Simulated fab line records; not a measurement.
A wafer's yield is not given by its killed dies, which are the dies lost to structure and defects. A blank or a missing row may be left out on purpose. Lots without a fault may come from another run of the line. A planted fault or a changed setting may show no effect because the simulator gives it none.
8D (eight disciplines) problem report, filled in by code / flow rit cmos / the parts of the form that need people (team, actions taken, sign-off) are left out

## 1. WHAT IS WRONG
At RIT_PWELL_IMPLANT_08, beam energy keV averages 160.65 over 6 wafers from 2 lots, while fault-free wafers read 170.01, standard deviation 0.063. That is -99 or more standard deviations from the usual mean.
First observed at day 5 14:26: wafer L744.1, on implanter-04. The record has a number at this step for 42 wafers belonging to 14 lots. The rule behind "out" and "out of limits": a value lying over 4 standard deviations away from the usual mean. The other wafers with a number count as sound.

## 2. WHAT IT IS, WHAT IT ISN'T
question=which readings at this step | is=beam energy keV | is not=-
question=which lots | is=L744, L745 | is not=L727, L728, L729, L730, L731, L732, L733, L734, L735, L737, L740, L749
question=which wafers of those lots | is=all that have a number | is not=-
question=read on which tools | is=implanter-04 | is not=implanter-01, implanter-03
question=when | is=from day 5 14:26 | is not=up to then (33 sound wafers); but 3 sound wafers of L749 came after

## 3. SUSPECTS, AND WHAT RULES EACH OUT
Counting: a tool stays on the suspect list if, at a process step up to the reading, it processed all lots that are out and no sound lot following the first of them.
- implanter-04 at RIT_PWELL_IMPLANT_08: kept. It ran every lot that is out, first L744 (day 5 14:26), and no sound lot after that; its last sound lot up to then is L737 (day 4 03:15). Out on those wafers are its own readings of beam energy keV.
Remaining after the count: implanter-04 at RIT_PWELL_IMPLANT_08.

## 4. THE CAUSE (what the simulator had put in)
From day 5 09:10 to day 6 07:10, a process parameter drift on implanter-04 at RIT_PWELL_IMPLANT_08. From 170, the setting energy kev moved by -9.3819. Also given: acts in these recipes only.
This tool alone remained once counting was done.

## 5. THE CHAIN OF EFFECTS, in route order
Each row: a reading whose mean over the struck wafers that have a number lies more than 3 standard deviations from the usual. Readings are gone through only where the record gives a usual standard deviation; hours: the median, over the lots, of the time from a lot's start at the first step in this table giving one to that lot's start at this step; sigmas: the change measured in usual standard deviations.
hours=0; step=RIT_PWELL_IMPLANT_08; reading=beam energy keV; usual=170.01; on struck wafers=160.65; change=-9.36; sigmas=-99 or more
Its process steps:
- RIT_PWELL_IMPLANT_08

## 6. WHAT WOULD HAVE CAUGHT IT SOONER
First out-of-limits reading in this record: day 5 14:26, which is 5 hours after fault onset at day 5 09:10.
